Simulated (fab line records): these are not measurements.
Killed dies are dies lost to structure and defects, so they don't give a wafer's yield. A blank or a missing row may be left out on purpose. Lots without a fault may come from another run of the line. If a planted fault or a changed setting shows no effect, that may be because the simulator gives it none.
Which of the tools did it? / flow ritCmos / 7 lots, 21 wafers sampled, at 3 steps of a route of 202

## WHAT THE GAUGES SHOWED, per wafer
RIT_NLDD_TW_MEAS_10.
lot=L717; measured=day 3 05:16; on=filmMetro-02; NLDD_TW=2552 2548 2554
lot=L719; measured=day 3 15:02; on=filmMetro-04; NLDD_TW=2510 2512 2505
lot=L722; measured=day 4 05:32; on=filmMetro-04; NLDD_TW=2487 2487 2503
lot=L724; measured=day 4 20:48; on=filmMetro-02; NLDD_TW=2558 2565 2544
lot=L726; measured=day 5 01:59; on=filmMetro-04; NLDD_TW=2492 2487 2500
lot=L736; measured=day 7 03:35; on=filmMetro-03; NLDD_TW=2506 2487 2501
lot=L738; measured=day 7 13:25; on=filmMetro-02; NLDD_TW=2541 2539 2538

## WHAT TOOL EACH LOT RAN ON (gives the tool, then ch and the chambers of the sampled wafers, and finally the start)
lot=L717; RIT_NRETRO_STRIP_09=plasmaAsher-02 ch 0,1, day 2 15:43; RIT_NLDD_IMPLANT_08=implanter-02 ch 0, day 3 04:57
lot=L719; RIT_NRETRO_STRIP_09=plasmaAsher-03 ch 0,1, day 3 02:10; RIT_NLDD_IMPLANT_08=implanter-01 ch 0, day 3 14:44
lot=L722; RIT_NRETRO_STRIP_09=plasmaAsher-02 ch 0,1, day 3 16:24; RIT_NLDD_IMPLANT_08=implanter-02 ch 0, day 4 05:13
lot=L724; RIT_NRETRO_STRIP_09=plasmaAsher-03 ch 0,1, day 4 03:14; RIT_NLDD_IMPLANT_08=implanter-02 ch 0, day 4 20:29
lot=L726; RIT_NRETRO_STRIP_09=plasmaAsher-02 ch 0,1, day 4 13:05; RIT_NLDD_IMPLANT_08=implanter-01 ch 0, day 5 01:40
lot=L736; RIT_NRETRO_STRIP_09=plasmaAsher-03 ch 0,1, day 6 15:37; RIT_NLDD_IMPLANT_08=implanter-02 ch 0, day 7 03:16
lot=L738; RIT_NRETRO_STRIP_09=plasmaAsher-02 ch 0,1, day 7 00:50; RIT_NLDD_IMPLANT_08=implanter-01 ch 0, day 7 13:05
- RIT_NRETRO_STRIP_09: strips in O2, time 180 s.
- RIT_NLDD_IMPLANT_08

## THE ANSWER, worked out from the rows above alone
Rule: the lots themselves supply what counts as usual. Put in order of their means at a reading, lots are off if they are a third of the lots or fewer, leave a main group of 4 or more, and stand apart from it by a gap of 3 or more times the standard deviation of the main group's means; of several such gaps the widest counts. Not used: any main group whose means are identical at the precision the tables above print for the reading. A lot without any number at a reading at which 4 lots or more have one is off too. Where the step has rows for the other lots, those lots are counted as sound.
None of the lots is off at any reading shown; this tells nothing.

## WHAT HAD BEEN PUT IN BY THE SIMULATOR
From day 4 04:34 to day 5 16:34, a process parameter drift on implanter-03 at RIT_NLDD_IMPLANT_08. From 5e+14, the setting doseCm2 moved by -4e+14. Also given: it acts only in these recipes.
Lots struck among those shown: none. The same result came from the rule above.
